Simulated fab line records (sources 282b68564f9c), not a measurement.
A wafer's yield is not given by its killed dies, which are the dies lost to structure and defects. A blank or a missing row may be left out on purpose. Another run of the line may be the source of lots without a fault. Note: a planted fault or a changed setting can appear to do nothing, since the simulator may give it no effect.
The tool behind it: which one? / flow rit-cmos / 18 wafers from 6 lots sampled at 2 of the route's 202 steps

## WHAT EACH GAUGE READ, for each wafer
RIT_ACTIVE_THK_MEAS_04.
lot=L865; measured=day 1 19:15; on=film-metro-03; ACTIVE_NITRIDE_THK (nm)=150.0 150.0 150.0
lot=L867; measured=day 2 04:32; on=film-metro-03; ACTIVE_NITRIDE_THK (nm)=151.7 150.9 150.9
lot=L869; measured=day 2 14:32; on=film-metro-03; ACTIVE_NITRIDE_THK (nm)=150.0 149.8 150.6
lot=L871; measured=day 3 00:32; on=film-metro-01; ACTIVE_NITRIDE_THK (nm)=150.2 150.2 149.0
lot=L881; measured=day 5 02:32; on=film-metro-01; ACTIVE_NITRIDE_THK (nm)=211.3 210.4 211.1
lot=L885; measured=day 5 22:32; on=film-metro-03; ACTIVE_NITRIDE_THK (nm)=150.9 150.5 150.9

## EACH LOT AND THE TOOL THAT RAN IT (in order: tool; ch and the chambers of the sampled wafers; start)
lot=L865; RIT_ACTIVE_CVD_03=lpcvd-02 ch 0, day 1 17:07
lot=L867; RIT_ACTIVE_CVD_03=lpcvd-02 ch 0, day 2 03:07
lot=L869; RIT_ACTIVE_CVD_03=lpcvd-02 ch 1, day 2 13:07
lot=L871; RIT_ACTIVE_CVD_03=lpcvd-02 ch 0, day 2 23:07
lot=L881; RIT_ACTIVE_CVD_03=lpcvd-02 ch 0, day 5 01:07
lot=L885; RIT_ACTIVE_CVD_03=lpcvd-01 ch 1, day 5 21:07
- RIT_ACTIVE_CVD_03: deposits Si3N4 from SiH2Cl2/NH3, target thk 150 nm, time 1500 s.

## THE ANSWER, worked out from the rows above alone
Rule: the lots themselves supply what counts as usual. Put in order of their means at a reading, lots are off if they are a third of the lots or fewer, leave a main group of 4 or more, and stand apart from it by a gap of 3 or more times the standard deviation of the main group's means; of several such gaps the widest counts. A main group whose means are all the same, to the digits that the tables above print for the reading, isn't used. Also off: a lot with no number at a reading for which 4 or more lots have one. All remaining lots with rows at the step are treated as sound.
Off: at RIT_ACTIVE_THK_MEAS_04 (ACTIVE_NITRIDE_THK), L881. For the main group the mean is 150.4 nm and the standard deviation 0.51.
A tool fits if, at a process step before that reading, it ran every lot that is off, and no sound lot after the first of them. The gauges at RIT_ACTIVE_THK_MEAS_04 are tried like those tools. Undecided on this evidence; 2 tools fit (lpcvd-02 at RIT_ACTIVE_CVD_03, film-metro-01 at RIT_ACTIVE_THK_MEAS_04).

## WHAT THE SIMULATOR PUT IN
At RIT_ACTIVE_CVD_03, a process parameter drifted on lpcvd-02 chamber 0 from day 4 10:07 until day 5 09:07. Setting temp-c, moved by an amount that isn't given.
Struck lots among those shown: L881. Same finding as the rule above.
